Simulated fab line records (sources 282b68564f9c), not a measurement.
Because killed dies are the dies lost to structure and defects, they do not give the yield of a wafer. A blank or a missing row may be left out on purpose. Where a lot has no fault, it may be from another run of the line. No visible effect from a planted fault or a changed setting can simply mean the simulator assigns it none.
Which of the tools did it? ; flow rit_cmos ; 14 lots with 42 wafers sampled at 2 steps, on a route of 202 steps

== WHAT THE GAUGES SHOWED, per wafer ==
The record lacks any reading of a measuring or inspecting step that a usual standard deviation could be used to judge.

== WHAT TOOL EACH LOT RAN ON (gives the tool, then ch and the chambers of the sampled wafers, and finally the start) ==
lot;RIT_PWELL_COAT_01;RIT_M1_PROBE_99
L563;litho_track-01 ch 0, day 1 22:02;-
L564;litho_track-04 ch 0, day 2 03:04;-
L566;litho_track-01 ch 0, day 2 12:26;-
L567;litho_track-02 ch 0, day 2 18:56;-
L569;litho_track-04 ch 0, day 3 04:22;-
L570;litho_track-02 ch 0, day 3 09:37;-
L571;litho_track-04 ch 0, day 3 13:12;-
L572;litho_track-04 ch 0, day 3 19:44;-
L574;litho_track-02 ch 0, day 4 07:01;-
L581;litho_track-02 ch 0, day 5 18:12;prober-02, day 7 08:23
L582;litho_track-02 ch 0, day 5 22:23;-
L584;litho_track-02 ch 0, day 6 08:23;-
L585;litho_track-04 ch 0, day 6 14:18;-
L586;litho_track-04 ch 0, day 6 19:25;-
- RIT_PWELL_COAT_01: resist thk 1300 nm.
- RIT_M1_PROBE_99

== AS READ BY THE TOOLS THEMSELVES (means over the sampled wafers that have a number; for cases with no such wafer, the mark the record gives instead) ==
RIT_PWELL_COAT_01. Usual: dispense_pressure_kPa 48 kPa, standard deviation 3.8; resist_line_temp_C 22.99 C, standard deviation 0.11; spin_speed_rpm 2000.1 rpm, standard deviation 1.5.
lot;tool;dispense_pressure_kPa (kPa);resist_line_temp_C (C);spin_speed_rpm (rpm);flag
L563;litho_track-01;56;23.11;2001.0;
L564;litho_track-04;48;22.95;2000.4;
L566;litho_track-01;56;22.91;2001.2;
L567;litho_track-02;45;22.84;1999.1;
L569;litho_track-04;48;22.93;1998.9;
L570;litho_track-02;45;23.02;2001.2;
L571;litho_track-04;48;22.91;1917.3;OFF
L572;litho_track-04;48;23.01;1919.7;OFF
L574;litho_track-02;45;23.06;1999.8;
L581;litho_track-02;45;23.01;2001.7;
L582;litho_track-02;45;22.71;2000.8;
L584;litho_track-02;45;23.09;2001.2;
L585;litho_track-04;47;22.99;2001.2;
L586;litho_track-04;48;23.03;1999.8;

RIT_M1_PROBE_99. Usual: killed_at_M0_to_M3 0.0, standard deviation 0.14; killed_at_contacts 0.1, standard deviation 0.31; killed_at_front_end 7, standard deviation 3.2; killed_dies 7, standard deviation 3.2; killed_open 3.6, standard deviation 1.9; killed_short 3.6, standard deviation 2.
lot;tool;killed_at_M0_to_M3;killed_at_contacts;killed_at_front_end;killed_dies;killed_open;killed_short;flag
L581;prober-02;0.0;0.3;6;6;2.3;4.0;

== THE ANSWER, worked out from the rows above alone ==
Rule: lot off if the mean of its wafers having a number is beyond 3 standard deviations from the usual mean. A lot without any number at a reading at which 4 lots or more have one is off too. The other lots that the step has rows for count as sound. First the gauges in route order, then the tools' own readings, where a lot's mean is used as printed above. At the first step where some lot is off, the reading lying furthest off is the one used; lots without a number count as furthest.
Off: L571, L572, at RIT_PWELL_COAT_01 (spin_speed_rpm).
If a tool, at that step or one of the process steps before it, ran each lot that is off and ran no sound lot following the first of them, it fits. Of those tried, none fits.

== WHAT HAD BEEN PUT IN BY THE SIMULATOR ==
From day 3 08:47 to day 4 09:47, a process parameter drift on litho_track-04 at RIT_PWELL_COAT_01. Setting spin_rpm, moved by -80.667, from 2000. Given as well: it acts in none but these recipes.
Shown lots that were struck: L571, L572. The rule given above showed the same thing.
